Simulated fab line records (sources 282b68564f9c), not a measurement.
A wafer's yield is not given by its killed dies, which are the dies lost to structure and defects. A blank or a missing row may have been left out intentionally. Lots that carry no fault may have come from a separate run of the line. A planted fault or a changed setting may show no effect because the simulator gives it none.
Which tool was responsible?    flow rit cmos    14 lots, 42 wafers sampled, at 6 steps of a route of 202

## WHAT THE GAUGES SHOWED, per wafer
RIT_PWELL_TW_MEAS_10. Usual: PWELL_TW typically reads 953, with standard deviation 5.8.
lot   measured     on             PWELL_TW                       flag
L730  day 1 23:48  film metro-02  949 958 950                    
L732  day 2 11:20  film metro-02  957 957 952                    
L733  day 2 16:41  film metro-03  952 951 956                    
L734  day 2 20:07  film metro-03  950 949 954                    
L735  day 3 01:41  film metro-01  959 960 962                    
L736  day 3 04:48  film metro-02  950 950 953                    
L738  day 3 16:14  film metro-03  946 946 947                    
L741  day 4 05:33  film metro-02  1103 1112 1104 1110 1106 1113  OFF
L743  day 4 15:50  film metro-03  948 943 942                    
L744  day 4 21:26  film metro-03  1095 1100 1093 1098 1099 1096  OFF
L745  day 5 02:57  film metro-01  954 955 952                    
L749  day 5 21:42  film metro-03  948 957 954                    
L751  day 6 07:47  film metro-01  956 960 962                    
L752  day 6 14:17  film metro-02  953 957 956                    

RIT_WELLDRIVE_RS_MEAS_02: measurement is done with a four-point probe. Usual: PWELL_RS typically reads 430.5 ohm/sq, with standard deviation 1.1.
lot   measured     on             PWELL_RS (ohm/sq)                    flag
L730  day 2 06:24  film metro-02  430.9 430.6 430.9                    
L732  day 2 16:46  film metro-02  428.7 428.5 429.8                    
L733  day 2 21:57  film metro-01  431.2 431.1 430.9                    
L734  day 3 01:24  film metro-03  431.4 430.6 430.8                    
L735  day 3 06:58  film metro-02  432.4 430.4 430.8                    
L736  day 3 10:04  film metro-02  431.2 431.2 429.8                    
L738  day 3 21:29  film metro-02  431.4 429.6 429.7                    
L741  day 4 12:40  film metro-02  321.6 321.6 321.8 321.8 322.0 322.0  OFF
L743  day 4 21:07  film metro-01  431.4 431.2 432.1                    
L744  day 5 04:01  film metro-02  322.2 321.9 323.4 322.5 322.5 322.6  OFF
L745  day 5 08:13  film metro-02  430.9 430.3 430.9                    
L749  day 6 04:02  film metro-02  430.4 430.8 429.5                    
L751  day 6 13:03  film metro-02  429.8 430.5 429.1                    
L752  day 6 19:33  film metro-02  430.3 429.4 430.5                    

RIT_M1_CD_MEAS_90: the cd target is 2600 nm. Usual: 2598 nm for cd nm, sd 3.2.
lot   measured     on         cd nm (nm)      flag
L730  day 3 10:58  cd sem-02  2601 2604 2599  
L732  day 3 23:02  cd sem-02  2601 2601 2600  
L733  day 4 01:29  cd sem-02  2600 2598 2599  
L734  day 4 08:37  cd sem-02  2596 2597 2596  
L735  day 4 09:41  cd sem-02  2601 2602 2597  
L736  day 4 13:15  cd sem-02  2599 2599 2594  
L738  day 5 00:05  cd sem-01  2598 2600 2602  
L743  day 6 01:31  cd sem-01  2600 2599 2597  
L745  day 6 10:34  cd sem-01  2599 2594 2596  
L749  day 7 06:20  cd sem-01  2599 2603 2598  
L751  day 8 04:22  cd sem-01  2595 2590 2594  
L752  day 8 09:55  cd sem-01  2598 2594 2599  

## WHICH TOOL RAN EACH LOT (tool, then ch and the chambers of the sampled wafers, then the start)
lot   RIT_ACTIVE_STRIP_14                  RIT_PWELL_IMPLANT_08            RIT_PLDD_STRIP_09
L730  plasma asher-01 ch 0,1, day 1 15:57  implanter-04 ch 0, day 1 23:31  plasma asher-04 ch 0,1, day 2 22:42
L732  plasma asher-04 ch 0,1, day 2 00:58  implanter-02 ch 0, day 2 11:01  plasma asher-04 ch 0,1, day 3 11:14
L733  plasma asher-04 ch 0,1, day 2 07:52  implanter-02 ch 0, day 2 16:22  plasma asher-04 ch 0,1, day 3 12:22
L734  plasma asher-04 ch 0,1, day 2 10:52  implanter-04 ch 0, day 2 19:49  plasma asher-03 ch 0,1, day 3 20:42
L735  plasma asher-02 ch 0,1, day 2 17:32  implanter-02 ch 0, day 3 01:23  plasma asher-01 ch 0,1, day 3 21:47
L736  plasma asher-04 ch 0,1, day 2 20:58  implanter-02 ch 0, day 3 04:29  plasma asher-03 ch 0,1, day 4 01:05
L738  plasma asher-04 ch 0, day 3 08:26    implanter-02 ch 0, day 3 15:54  plasma asher-04 ch 0,1, day 4 11:49
L741  plasma asher-04 ch 0,1, day 3 21:58  implanter-04 ch 0, day 4 05:14  -
L743  plasma asher-04 ch 0,1, day 4 08:02  implanter-01 ch 0, day 4 15:32  plasma asher-04 ch 0,1, day 5 13:48
L744  plasma asher-04 ch 0,1, day 4 13:11  implanter-04 ch 0, day 4 21:08  -
L745  plasma asher-04 ch 0,1, day 4 17:58  implanter-01 ch 0, day 5 02:38  plasma asher-04 ch 0,1, day 5 22:48
L749  plasma asher-01 ch 0,1, day 5 14:03  implanter-01 ch 0, day 5 21:23  plasma asher-04 ch 0,1, day 6 18:20
L751  plasma asher-02 ch 0,1, day 5 23:50  implanter-02 ch 0, day 6 07:28  plasma asher-03 ch 0,1, day 7 04:39
L752  plasma asher-02 ch 0,1, day 6 04:58  implanter-02 ch 0, day 6 13:58  plasma asher-03 ch 0,1, day 7 21:31
- RIT_ACTIVE_STRIP_14: strips in O2, time 180 s.
- RIT_PWELL_IMPLANT_08
- RIT_PLDD_STRIP_09: strips in O2, time 180 s.

## AS READ BY THE TOOLS THEMSELVES (means over the sampled wafers that have a number; for cases with no such wafer, the mark the record gives instead)
RIT_ACTIVE_STRIP_14. Usual: drypump motor current A 5.4 A, standard deviation 0.33; rf refl power W 7.7 W, standard deviation 1.3.
lot   tool             drypump motor current A (A)  rf refl power W (W)  flag
L730  plasma asher-01  5.5                          7.0                  
L732  plasma asher-04  5.3                          8.2                  
L733  plasma asher-04  5.3                          8.3                  
L734  plasma asher-04  5.1                          8.2                  
L735  plasma asher-02  5.9                          6.4                  
L736  plasma asher-04  5.3                          8.2                  
L738  plasma asher-04  5.0                          7.9                  
L741  plasma asher-04  5.2                          8.2                  
L743  plasma asher-04  5.2                          8.5                  
L744  plasma asher-04  5.3                          8.3                  
L745  plasma asher-04  5.3                          8.3                  
L749  plasma asher-01  5.5                          6.9                  
L751  plasma asher-02  5.7                          6.2                  
L752  plasma asher-02  5.7                          6.0                  

RIT_PWELL_IMPLANT_08. Usual: dose ions cm2 7e+13, standard deviation 7e+10; faraday current uA 222, standard deviation 4.8.
lot   tool          dose ions cm2  faraday current uA  flag
L730  implanter-04  7e+13          225                 
L732  implanter-02  7e+13          224                 
L733  implanter-02  7e+13          225                 
L734  implanter-04  7e+13          224                 
L735  implanter-02  7e+13          226                 
L736  implanter-02  7e+13          212                 
L738  implanter-02  7e+13          221                 
L741  implanter-04  1e+14          359                 OFF
L743  implanter-01  7e+13          225                 
L744  implanter-04  1e+14          355                 OFF
L745  implanter-01  7e+13          221                 
L749  implanter-01  7e+13          221                 
L751  implanter-02  7e+13          226                 
L752  implanter-02  7e+13          221                 

RIT_PLDD_STRIP_09. Usual: drypump motor current A 5.4 A, standard deviation 0.33; rf refl power W 7.5 W, standard deviation 1.2.
lot   tool             drypump motor current A (A)  rf refl power W (W)  flag
L730  plasma asher-04  5.1                          8.1                  
L732  plasma asher-04  5.3                          8.4                  
L733  plasma asher-04  5.2                          8.0                  
L734  plasma asher-03  5.7                          6.3                  
L735  plasma asher-01  5.5                          6.9                  
L736  plasma asher-03  5.7                          6.1                  
L738  plasma asher-04  5.3                          8.3                  
L743  plasma asher-04  5.2                          8.2                  
L745  plasma asher-04  5.2                          8.2                  
L749  plasma asher-04  5.2                          7.9                  
L751  plasma asher-03  5.9                          6.9                  
L752  plasma asher-03  5.7                          6.2                  

## THE ANSWER, worked out from the rows above alone
Rule: a lot counts as off when the mean over its wafers that have a number is more than 3 standard deviations away from the usual mean. Also off: a lot with no number at a reading for which 4 or more lots have one. Where the step has rows for the other lots, those lots are counted as sound. First the gauges in route order, then the tools' own readings, where a lot's mean is used as printed above. At the first step where some lot is off, the reading lying furthest off is the one used; lots without a number count as furthest.
Off: L741, L744, seen at RIT_PWELL_TW_MEAS_10 (PWELL_TW).
A tool fits if, at a process step before that reading, it ran every lot that is off, and no sound lot after the first of them. The gauges at RIT_PWELL_TW_MEAS_10 aren't tried: what is off there is off at RIT_PWELL_IMPLANT_08 too, on other tools, and a gauge's error can't cause that. One fits: implanter-04 at RIT_PWELL_IMPLANT_08. Its last sound lot is L734 (day 2 19:49), its first lot that is off L741 (day 4 05:14): a fault that began between those two fits.
The tool's own readings at RIT_PWELL_IMPLANT_08 bear it out: on the lots that are off they differ by more than 5 times the standard deviation of the sound lots' means. dose ions cm2 reads 1e+14 there against 7e+13 on the sound lots; faraday current uA reads 357 there against 223 on the sound lots.

## WHAT THE SIMULATOR HAD INSERTED
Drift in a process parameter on implanter-04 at RIT_PWELL_IMPLANT_08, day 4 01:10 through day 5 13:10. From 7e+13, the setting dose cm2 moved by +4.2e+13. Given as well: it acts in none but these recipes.
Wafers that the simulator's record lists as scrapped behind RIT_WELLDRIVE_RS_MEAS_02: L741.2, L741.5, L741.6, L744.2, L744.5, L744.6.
Shown lots that were struck: L741, L744. The same result came from the rule above.
